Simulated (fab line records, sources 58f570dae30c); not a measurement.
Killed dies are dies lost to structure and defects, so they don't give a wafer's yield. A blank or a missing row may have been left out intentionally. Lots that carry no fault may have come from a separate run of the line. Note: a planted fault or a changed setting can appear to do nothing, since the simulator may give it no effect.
Split-lot study | flow berkeley_cmos170 | 23 wafers read across 5 lots, on a route 331 steps long

## ABOUT THE SPLIT
At UCB170_ACTIVE_COAT_08 (resist thk 900 nm), the setting spin_rpm was moved away from the recipe's 1500 rpm on 8 of the 23 wafers read, by -5.8% to +5.6%. For the rest of the wafers, this setting stayed at what the recipe calls for.

## FROM THE SPLIT TO THE READING: what the file shows between them, 4 steps
- UCB170_ACTIVE_EXPOSE_10: exposes mask ACTIVE, target cd 1200 nm (also split here: dose_mj)
- UCB170_ACTIVE_PEB_11
- UCB170_ACTIVE_DEVELOP_12: develop time 45 s
- UCB170_ACTIVE_CD_MEAS_13: target cd 1200 nm

## THE READING
KrF_of_ACTIVE_COAT_08.thk_nm (the simulator's own value, which no gauge read), in nm, at UCB170_ACTIVE_ETCH_15 (etches Si3N4 in CH3F/Ar/O2, stops on SiO2, target depth 242 nm, time 151 s). The file gives no usual value for it. Across the 15 wafers here that went through the recipe, the average is 724.2 nm and the standard deviation 3.2 nm.

wafer  | tool, chamber at the split | spin_rpm as run, rpm | against the recipe | KrF_of_ACTIVE_COAT_08.thk_nm, nm | against lot-mates on the recipe
L074.1 | litho_track-02, 0          | 1584                 | +5.6%              | 700.4                            | -25.7
L074.2 | litho_track-02, 0          | 1500                 | recipe             | 722.2                            | -
L074.4 | litho_track-02, 0          | 1500                 | recipe             | 729.5                            | -
L074.5 | litho_track-02, 0          | 1584                 | +5.6%              | 698.2                            | -27.9
L074.6 | litho_track-02, 0          | 1500                 | recipe             | 726.7                            | -
L077.1 | litho_track-01, 0          | 1534                 | +2.3%              | 721                              | -3.7
L077.3 | litho_track-01, 0          | 1500                 | recipe             | 723.2                            | -
L077.4 | litho_track-01, 0          | 1534                 | +2.3%              | 712.6                            | -12.1
L077.5 | litho_track-01, 0          | 1500                 | recipe             | 726.1                            | -
L077.6 | litho_track-01, 0          | 1534                 | +2.3%              | 715.7                            | -9.0
L078.2 | litho_track-03, 0          | 1500                 | recipe             | 721                              | -
L078.3 | litho_track-03, 0          | 1413                 | -5.8%              | 754.1                            | +33.6
L078.4 | litho_track-03, 0          | 1413                 | -5.8%              | 751.5                            | +31.0
L078.5 | litho_track-03, 0          | 1500                 | recipe             | 720                              | -
L078.6 | litho_track-03, 0          | 1413                 | -5.8%              | 748.9                            | +28.4
L079.1 | litho_track-03, 0          | 1500                 | recipe             | 724.4                            | -
L079.3 | litho_track-03, 0          | 1500                 | recipe             | 722.8                            | -
L079.5 | litho_track-03, 0          | 1500                 | recipe             | 729.5                            | -
L080.1 | litho_track-02, 0          | 1500                 | recipe             | 724.7                            | -
L080.3 | litho_track-02, 0          | 1500                 | recipe             | 725.2                            | -
L080.4 | litho_track-02, 0          | 1500                 | recipe             | 717.3                            | -
L080.5 | litho_track-02, 0          | 1500                 | recipe             | 726.5                            | -
L080.6 | litho_track-02, 0          | 1500                 | recipe             | 723.8                            | -

THE FIT
A straight line over all 23 wafers: KrF_of_ACTIVE_COAT_08.thk_nm changes by -4.51 nm for each +1% of spin_rpm; r = -0.97; the points scatter about the line by 3.3 nm.
The same after taking each lot's own level away (the mean of its wafers on the recipe; 23 wafers): -5.01 nm for each +1%; r = -0.98; scatter 3 nm.
The reading moves by 29 nm for the largest change in spin_rpm, on that fit.
Across the lots, their own levels run from 720.50 to 726.13 nm, a range of 1.8 times the standard deviation given above.
Hence the lot-to-lot level has little effect on the slope; both slopes agree.
Check: +28.6 nm against its lot-mates is what the line predicts for one of the wafers moved furthest among these (-5.8%) when that wafer is left out of the fit. It came out at +33.6 nm against them.

## FURTHER SPLITS ON THESE WAFERS
These wafers also went through other splits before the reading. Each is held against what the fit with the lots' levels taken away leaves over:
other split on the same wafers     | wafers away from the commonest value | r with KrF_of_ACTIVE_COAT_08.thk_nm (lot level and that fit taken away)
UCB170_ZERO_STRIP_07 o2_flow_sccm  | 7                                    | +0.18
UCB170_PWELL_CVD_05 pressure_mtorr | 15                                   | -0.13
UCB170_ACTIVE_EXPOSE_10 dose_mj    | 7                                    | +0.28

## THE WHOLE CHAIN: every reading that the file lists as answering this split, in the file's order
step                   | what it does                                                               | reading                                                                       | change (the file's fit)              | r (the file's)
UCB170_ACTIVE_COAT_08  | resist thk 900 nm                                                          | KrF_of_ACTIVE_COAT_08.thk_nm (the simulator's own value, which no gauge read) | -4.58 nm for each +1% of the setting | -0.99
UCB170_ACTIVE_ETCH_15  | etches Si3N4 in CH3F/Ar/O2, stops on SiO2, target depth 242 nm, time 151 s | KrF_of_ACTIVE_COAT_08.thk_nm (the simulator's own value, which no gauge read) | -4.98 nm for each +1% of the setting | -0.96
UCB170_ACTIVE_STRIP_16 | strips in O2                                                               | strip_time_to_endpoint_s                                                      | withheld for each +1% of the setting | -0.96

## FILE'S OWN FIT
KrF_of_ACTIVE_COAT_08.thk_nm changes by -4.98 nm for each +1% of spin_rpm, r = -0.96.
